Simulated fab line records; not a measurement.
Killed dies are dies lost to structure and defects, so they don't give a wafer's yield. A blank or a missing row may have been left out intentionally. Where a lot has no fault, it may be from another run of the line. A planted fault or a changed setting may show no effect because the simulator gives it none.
fab line records    flow rit-cmos
record: lots: 6  wafers: 18  last-day: 6
route steps=202 shown M1@188
lots that met no fault: taken from a fault-free run of the same line
start-h: start of the lot's first displayed wafer, in hours after the record's first day    wait-h: hours since the lot's step before    " as in the row above    L1.1+2: a row that stands for several wafers    - no value present, or no start provided    * or withheld: withheld    < > ~ a bound
route shown NAME@n: names a module that has steps shown in the file, with the first one's number in the route    usual: mean and standard deviation over wafers with no fault    same: alike in all rows    chamber/n: place in a boat    sites: readings site by site    _std_site: the standard deviation of these    _edge_site: outer sites' mean less inner sites'    radius-mm: for every site, how far away it sits from the centre of the wafer    mask NAME#n: copy n    behind: tool/chamber where the wafer was last shaped    hold: reason for holding the lot/hours on hold/outcome of the hold    device: the n, p or np transistor that did not switch    end of line: tests run on the same wafers once the route is complete    step lacking rows: just its recipe    killed: count of dies lost to structure and defects at first sort (not the wafer's yield)    map: the dies of a wafer, with x for killed, . for not killed, _ for no die there
set.NAME: the setting as run; set.NAME@STEP: as run at that earlier step    model.NAME: the simulator's own value behind a step, which no gauge read
lots at selected steps of the route; one table per step, one row per wafer
services: from which hour (start-h, from the record's first day; less than 0 if before it) a tool's chamber was out of use, for how many hours, and why
== steps ==
step: RIT_M1_COAT_04
recipe: resist: NOVOLAK  spin-rpm: 2000  resist-thk-nm: 1300
step: RIT_M1_SOFTBAKE_05
recipe: resist: NOVOLAK  temp-c: 90  time-s: 60
step: RIT_M1_EXPOSE_06
recipe: mask-id: M12  na: 0.6  source-shape: conventional  sigma-outer: 0.5  target-cd-nm: 2600  dose-mj: 250
step: RIT_M1_PEB_07
recipe: resist: NOVOLAK  temp-c: withheld  time-s: withheld
step: RIT_M1_DEVELOP_08
recipe: resist: NOVOLAK  develop-time-s: 68  dev-temp-c: 23
step: RIT_M1_CD_MEAS_09
recipe: target-cd-nm: 2600
usual: cd-nm: 2600.2/2.6
lot.wafer  tool       chamber  start-h  wait-h  cd-nm
L357.1     cd-sem-02  -        77.18    -       2605.7
L357.5     "          -        "        "       2604.6
L357.6     "          -        "        "       2603.3
L358.1     cd-sem-01  -        87.67    -       2596.3
L358.2     "          -        "        "       2598.3
L358.4     "          -        "        "       2599.6
L360.1     cd-sem-02  -        102.95   -       2599.9
L360.4     "          -        "        "       2600.7
L360.6     "          -        "        "       2599.4
L364.1     cd-sem-02  -        134.72   -       2597.1
L364.2     "          -        "        "       2598.1
L364.6     "          -        "        "       2599.1
L368.1     cd-sem-02  -        145.00   -       2601.4
L368.2     "          -        "        "       2599.3
L368.4     "          -        "        "       2600.1
L367.1     cd-sem-01  -        145.25   -       2602.2
L367.2     "          -        "        "       2600.6
L367.4     "          -        "        "       2600.0
step: RIT_M1_OVL_MEAS_10
usual: M1_OVL: 0.7/1.4
lot.wafer  tool        chamber  start-h  wait-h  M1_OVL[nm]
L357.1     overlay-02  -        77.30    0.1     2.1
L357.5     "           -        "        "       1.1
L357.6     "           -        "        "       0.7
L358.1     overlay-02  -        87.79    0.1     0.0
L358.2     "           -        "        "       1.8
L358.4     "           -        "        "       0.6
L360.1     overlay-02  -        103.07   0.1     0.8
L360.4     "           -        "        "       2.6
L360.6     "           -        "        "       1.9
L364.1     overlay-01  -        134.84   0.1     -1.7
L364.2     "           -        "        "       0.4
L364.6     "           -        "        "       0.9
L368.1     overlay-01  -        145.12   0.1     0.8
L368.2     "           -        "        "       0.9
L368.4     "           -        "        "       2.2
L367.1     overlay-02  -        145.37   0.1     0.9
L367.2     "           -        "        "       -1.0
L367.4     "           -        "        "       -0.2
step: RIT_M1_HARDBAKE_11
recipe: resist: NOVOLAK  temp-c: 138.8  time-s: 120
step: RIT_M1_METAL_ETCH_12
recipe: stop-on: SiO2  chemistry: Cl2/BCl3  target: Al  time-s: 165  over-etch-frac: 0.5  pressure-mtorr: 100  target-depth-a: 6000  rf-w: 250  Cl2_flow_sccm: 60  bcl3-flow-sccm: 50
usual: drypump-motor-current-A: 5.48/0.23  oes-product-au: 0.781/0.01  throttle-valve-pct: 8.20/0.14
same: over-etch-frac: 0.5
lot.wafer  tool          chamber  start-h  wait-h  drypump-motor-current-A  oes-product-au  rf-hours-counter-h  throttle-valve-pct
L357.1     rie-metal-02  1        77.58    0.2     5.38                     0.801           0.6                 8.04
L357.5     "             0        "        "       5.56                     0.784           -                   8.20
L357.6     "             1        "        "       5.41                     0.801           -                   8.05
L358.1     rie-metal-03  1        88.07    0.2     5.53                     0.781           4.1                 8.01
L358.2     "             0        "        "       5.12                     0.782           4.5                 8.42
L358.4     "             1        "        "       5.52                     0.779           -                   8.01
L360.1     rie-metal-02  0        103.36   0.2     5.57                     0.786           0.7                 8.21
L360.4     "             0        "        "       5.58                     0.786           -                   8.21
L360.6     "             1        "        "       5.36                     0.802           -                   8.07
L364.1     rie-metal-03  1        135.42   0.2     5.48                     0.785           4.5                 8.02
L364.2     "             0        "        "       5.17                     0.784           4.9                 8.41
L364.6     "             0        "        "       5.14                     0.783           -                   8.41
L368.1     rie-metal-03  0        145.40   0.2     5.15                     0.777           5.0                 8.41
L368.2     "             1        "        "       5.52                     0.792           4.7                 8.01
L368.4     "             1        "        "       5.53                     0.791           -                   8.02
L367.1     rie-metal-04  0        145.92   0.2     5.37                     0.767           3.6                 8.30
L367.2     "             1        "        "       5.90                     0.772           3.2                 8.19
L367.4     "             1        "        "       5.88                     0.775           -                   8.21
step: RIT_M1_STRIP_13
recipe: chemistry: nmp  resist: NOVOLAK  temp-c: 80  time-s: 600  dry: n2-spin
step: RIT_M1_STRIP_14
recipe: chemistry: O2  time-s: 180  platen-temp-c: withheld  power-w: 500  pressure-mtorr: 4000  o2-flow-sccm: 4000
usual: drypump-motor-current-A: 5.5/0.5
lot.wafer  tool             chamber  start-h  wait-h  drypump-motor-current-A  rf-hours-counter-h
L357.1     plasma-asher-02  1        77.94    0.0     5.2                      45
L357.5     "                1        "        "       5.2                      -
L357.6     "                0        "        "       5.4                      -
L358.1     plasma-asher-03  1        88.41    0.0     4.9                      28
L358.2     "                0        "        "       6.5                      28
L358.4     "                1        "        "       4.9                      -
L360.1     plasma-asher-01  0        103.69   0.0     5.4                      46
L360.4     "                1        "        "       5.3                      -
L360.6     "                0        "        "       5.5                      -
L364.1     plasma-asher-03  1        135.76   0.0     4.9                      34
L364.2     "                0        "        "       6.5                      34
L364.6     "                1        "        "       4.9                      -
L368.1     plasma-asher-03  0        145.74   0.0     6.4                      35
L368.2     "                1        "        "       4.9                      35
L368.4     "                1        "        "       4.9                      -
L367.1     plasma-asher-01  1        146.25   0.0     5.3                      3
L367.2     "                0        "        "       5.5                      3
L367.4     "                0        "        "       5.5                      -
step: RIT_M1_CD_MEAS_90
recipe: target-cd-nm: 2600
usual: cd-nm: 2599.9/2.5
lot.wafer  tool       chamber  start-h  wait-h  cd-nm
L357.1     cd-sem-01  -        78.11    0.1     2604.2
L357.5     "          -        "        "       2605.1
L357.6     "          -        "        "       2602.4
L358.1     cd-sem-01  -        88.59    0.1     2596.2
L358.2     "          -        "        "       2598.6
L358.4     "          -        "        "       2599.8
L360.1     cd-sem-01  -        103.87   0.1     2599.5
L360.4     "          -        "        "       2600.7
L360.6     "          -        "        "       2598.4
L364.1     cd-sem-02  -        135.93   0.1     2596.5
L364.2     "          -        "        "       2597.7
L364.6     "          -        "        "       2598.8
L368.1     cd-sem-02  -        145.92   0.1     2602.4
L368.2     "          -        "        "       2599.5
L368.4     "          -        "        "       2600.6
L367.1     cd-sem-02  -        146.43   0.1     2603.1
L367.2     "          -        "        "       2602.6
L367.4     "          -        "        "       2600.9
step: RIT_M1_ANNEAL_15
recipe: temp-c: 450  time-s: 1800  ambient: forming_gas_H2N2
lot.wafer   tool        chamber  start-h  wait-h
L357.1+5+6  furnace-02  0        78.23    0.1
L358.1+2+4  furnace-02  0        88.71    0.1
L360.1+4+6  furnace-02  0        103.99   0.1
L364.1+2+6  furnace-02  0        136.05   0.1
L368.1+2+4  furnace-02  0        146.04   0.1
L367.1+2+4  furnace-02  0        147.54   1.1
step: RIT_M1_BOW_MEAS_16
recipe: mode: bow
usual: M1_BOW: 18/6.7
lot.wafer  tool           chamber  start-h  wait-h  M1_BOW[um]
L357.1     film-metro-01  -        79.73    0.0     33
L357.5     "              -        "        "       19
L357.6     "              -        "        "       17
L358.1     film-metro-04  -        90.21    0.0     21
L358.2     "              -        "        "       13
L358.4     "              -        "        "       13
L360.1     film-metro-01  -        105.49   0.0     20
L360.4     "              -        "        "       11
L360.6     "              -        "        "       18
L364.1     film-metro-04  -        137.55   0.0     24
L364.2     "              -        "        "       16
L364.6     "              -        "        "       23
L368.1     film-metro-04  -        147.54   0.0     20
L368.2     "              -        "        "       20
L368.4     "              -        "        "       8
L367.1     film-metro-04  -        149.04   0.0     19
L367.2     "              -        "        "       24
L367.4     "              -        "        "       12
step: RIT_M1_PROBE_99
usual: defect-limited-yield: 97.3/1.2  killed_at_M0_to_M3: 0.0/0.14  killed-at-contacts: 0.1/0.29  killed-at-front-end: 7/3.1  killed-dies: 7/3.1  killed-open: 3.4/1.9  killed-short: 3.6/2.1  sort_bin_3_pad_short: 0.1/0.21  sort_bin_5_function: 1.6/0.85  sort_bin_6_memory: 1.0/0.72  sort-n-pass: 257/3.2  sort-yield-pct: 97.3/1.2
same: gross-dies: 264  killed_at_M4_up: 0  killed-at-back-side: 0  killed-at-other: 0
lot.wafer  tool       chamber  start-h  wait-h  defect-limited-yield[%]  killed_at_M0_to_M3  killed-at-contacts  killed-at-front-end  killed-dies  killed-open  killed-short  sort_bin_3_pad_short[%]  sort_bin_5_function[%]  sort_bin_6_memory[%]  sort-n-pass  sort-yield-pct[%]  model.etest.nmos_0p15.junction-log10-a-um  model.etest.nmos-narrow.off-log10-a-um  model.etest.gate-end-array.leak-log10-a-um  model.etest.nmos_0p3.off-log10-a-um  model.etest.pmos_0p15.junction-log10-a-um  model.etest.contact-diode-array.leak-log10-a  model.etest.pmos_0p3.off-log10-a-um  model.etest.pmos-narrow.off-log10-a-um
L357.1     prober-02  -        79.85    0.1     97.0                     0                   0                   8                    8            2            6             0                        2.7                     0.4                   256          97.0               -13.42                                     -13.13                                  -12.81                                      -13                                  -13.77                                     -9.388                                        -12.72                               -12.72
L357.5     prober-02  -        80.05    0.2     95.8                     0                   1                   10                   11           4            7             0                        2.7                     1.5                   253          95.8               -13.33                                     -13.19                                  -12.82                                      -12.99                               -13.66                                     -9.264                                        -12.81                               -12.76
L357.6     prober-02  -        80.10    0.2     95.5                     0                   0                   12                   12           8            4             0                        2.3                     2.3                   252          95.5               -13.51                                     -13.12                                  -12.83                                      -12.99                               -13.78                                     -9.341                                        -12.87                               -12.63
L358.1     prober-01  -        90.33    0.1     96.6                     0                   1                   8                    9            2            7             0                        2.3                     1.1                   255          96.6               -13.3                                      -13.28                                  -12.89                                      -13.07                               -13.74                                     -9.37                                         -13.03                               -12.85
L358.2     prober-01  -        90.38    0.1     97.7                     0                   0                   6                    6            3            3             0.4                      1.5                     0.4                   258          97.7               -13.45                                     -13.23                                  -12.9                                       -13.1                                -13.86                                     -9.676                                        -12.86                               -12.74
L358.4     prober-01  -        90.48    0.2     98.1                     0                   0                   5                    5            2            3             0                        1.1                     0.8                   259          98.1               -13.67                                     -13.31                                  -12.75                                      -12.96                               -13.86                                     -9.562                                        -12.84                               -12.82
L360.1     prober-01  -        105.61   0.1     98.1                     0                   0                   5                    5            3            2             0                        0                       1.9                   259          98.1               -13.52                                     -13.26                                  -12.74                                      -13.07                               -13.71                                     -9.385                                        -13.06                               -12.82
L360.4     prober-01  -        105.76   0.2     97.7                     0                   0                   6                    6            4            2             0.4                      1.5                     0.4                   258          97.7               -13.38                                     -13.15                                  -12.85                                      -13.05                               -13.84                                     -9.292                                        -13.08                               -12.95
L360.6     prober-01  -        105.86   0.2     98.9                     0                   0                   3                    3            3            0             0                        0.8                     0.4                   261          98.9               -13.63                                     -13.16                                  -12.99                                      -13.13                               -13.84                                     -9.383                                        -13                                  -12.86
L364.1     prober-01  -        137.67   0.1     98.5                     0                   0                   4                    4            0            4             0                        1.1                     0.4                   260          98.5               -13.63                                     -13.25                                  -12.8                                       -12.97                               -13.91                                     -9.377                                        -13.01                               -12.74
L364.2     prober-01  -        137.72   0.1     98.1                     0                   0                   5                    5            3            2             0                        1.1                     0.8                   259          98.1               -13.38                                     -13.26                                  -12.8                                       -13                                  -13.66                                     -9.612                                        -13.04                               -12.84
L364.6     prober-01  -        137.92   0.2     97.3                     0                   0                   7                    7            5            2             0                        2.3                     0.4                   257          97.3               -13.52                                     -13.16                                  -12.98                                      -13.16                               -13.78                                     -9.632                                        -12.98                               -12.89
L368.1     prober-02  -        147.66   0.1     96.6                     1                   0                   8                    9            5            3             0                        0.4                     3.0                   255          96.6               -11.45                                     -11.44                                  -11.34                                      -11.44                               -12.43                                     -8.219                                        -12.31                               -12.3
L368.2     prober-02  -        147.71   0.1     98.9                     0                   0                   3                    3            1            2             0.4                      0.8                     0                     261          98.9               -11.27                                     -11.27                                  -11.08                                      -11.27                               -12.25                                     -7.952                                        -12.22                               -12.18
L368.4     prober-02  -        147.81   0.2     97.7                     0                   0                   6                    6            2            4             0.4                      0.8                     1.1                   258          97.7               -11.32                                     -11.32                                  -11.01                                      -11.32                               -12.31                                     -8.002                                        -12.2                                -12.22
L367.1     prober-01  -        149.16   0.1     97.0                     0                   1                   7                    8            6            2             0.4                      1.5                     1.1                   256          97.0               -11.55                                     -11.54                                  -11.38                                      -11.54                               -12.54                                     -8.261                                        -12.41                               -12.36
L367.2     prober-01  -        149.21   0.1     97.3                     0                   0                   7                    7            4            2             0                        1.5                     1.1                   257          97.3               -11.35                                     -11.35                                  -11.19                                      -11.35                               -12.34                                     -8.033                                        -12.24                               -12.24
L367.4     prober-01  -        149.31   0.2     96.2                     0                   0                   10                   10           4            6             0                        2.3                     1.5                   254          96.2               -11.55                                     -11.54                                  -11.4                                       -11.54                               -12.53                                     -8.193                                        -12.4                                -12.37
killed by level:class
L357.1 GATE:geometric-particle:short=3 SILICIDE:geometric-particle:short=3 REOX:geometric-particle:open=2
L357.5 SPACER:geometric-particle:short=3 GATE:geometric-particle:short=2 FOX1:geometric-particle:short=1 FOX1:geometric-particle:open=1 GATE:geometric-particle:open=1 REOX:geometric-particle:open=1 SPACER:geometric-particle:open=1 CONTACT:geometric-particle:short=1
L357.6 SILICIDE:geometric-particle:open=3 FOX1:geometric-particle:open=2 GATE:geometric-particle:short=2 SPACER:geometric-particle:open=2 SILICIDE:geometric-particle:short=2 REOX:geometric-particle:open=1
L358.1 GATE:geometric-particle:short=3 SILICIDE:geometric-particle:short=2 FOX1:geometric-particle:open=1 FOX1:geometric-particle:short=1 GATE:geometric-particle:open=1 CONTACT:geometric-particle:short=1
L358.2 GATE:geometric-particle:open=1 GATE:geometric-particle:short=1 REOX:geometric-particle:short=1 SPACER:geometric-particle:open=1 SPACER:geometric-particle:short=1 SILICIDE:geometric-particle:open=1
L358.4 FOX2:geometric-particle:open=2 GATE:geometric-particle:short=1 SPACER:geometric-particle:short=1 SILICIDE:geometric-particle:short=1
L360.1 GATE:geometric-particle:open=2 FOX2:geometric-particle:short=1 REOX:geometric-particle:short=1 SPACER:geometric-particle:open=1
L360.4 GATE:geometric-particle:open=2 GATE:geometric-particle:short=1 REOX:geometric-particle:open=1 REOX:geometric-particle:short=1 SPACER:geometric-particle:open=1
L360.6 GATE:geometric-particle:open=2 FOX1:geometric-particle:open=1
L364.1 GATE:geometric-particle:short=2 FOX1:geometric-particle:short=1 SILICIDE:geometric-particle:short=1
L364.2 GATE:geometric-particle:open=2 FOX2:geometric-particle:short=1 REOX:geometric-particle:short=1 SPACER:geometric-particle:open=1
L364.6 SILICIDE:geometric-particle:open=2 FOX2:geometric-particle:short=1 FOX2:geometric-particle:open=1 GATE:geometric-particle:open=1 REOX:geometric-particle:open=1 REOX:geometric-particle:short=1
L368.1 GATE:geometric-particle:open=2 GATE:geometric-particle:short=2 SPACER:geometric-particle:open=2 FOX2:geometric-particle:short=1 REOX:geometric-particle:open=1 M1:coat-microbubble-printed=1
L368.2 GATE:geometric-particle:short=1 GATE:geometric-particle:open=1 REOX:geometric-particle:short=1
L368.4 GATE:geometric-particle:open=2 SPACER:geometric-particle:short=2 FOX1:geometric-particle:short=1 GATE:geometric-particle:short=1
L367.1 FOX1:geometric-particle:open=2 SPACER:geometric-particle:open=2 FOX2:geometric-particle:open=1 SPACER:geometric-particle:short=1 SILICIDE:geometric-particle:open=1 CONTACT:geometric-particle:short=1
L367.2 REOX:geometric-particle:open=2 FOX2:geometric-particle:short=1 GATE:geometric-particle:short=1 SPACER:geometric-particle:open=1 SILICIDE:geometric-particle:open=1 NRETRO:coat-microbubble-printed=1
L367.4 GATE:geometric-particle:short=3 FOX2:geometric-particle:short=2 FOX2:geometric-particle:open=1 GATE:geometric-particle:open=1 REOX:geometric-particle:open=1 SPACER:geometric-particle:short=1 SPACER:geometric-particle:open=1
== services ==
tool             chamber  start-h  hours  kind
rie-metal-03     1        96.52    6.4    repair
rie-metal-03     1        104.29   4.3    repair
plasma-asher-01  -        108.75   9.0    pm
plasma-asher-01  0        108.75   9.0    vent-cycle
plasma-asher-01  1        108.75   9.0    vent-cycle
plasma-asher-01  0        117.75   -      clean
plasma-asher-01  1        117.75   -      clean
rie-metal-02     1        122.41   6.6    repair
rie-metal-02     0        140.87   6.5    repair
plasma-asher-02  -        145.29   0.8    repair
rie-metal-02     -        146.03   2.8    pm
== key ==
first-sign none at tools or gauges
model-effect: step: RIT_M1_PROBE_99  value: etest.nmos_0p15.junction-log10-a-um  without: -13.54  struck: -11.41
met-at RIT_M1_ANNEAL_15
struck-wafers L367.1,L367.2,L367.4,L368.1,L368.2,L368.4
also-fits time
fault: kind: process-parameter-drift  tool: furnace-02  chamber: -  onset-h: 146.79  steps: RIT_M1_ANNEAL_15  channel: time-s  offset: *  shape: step  stated: *
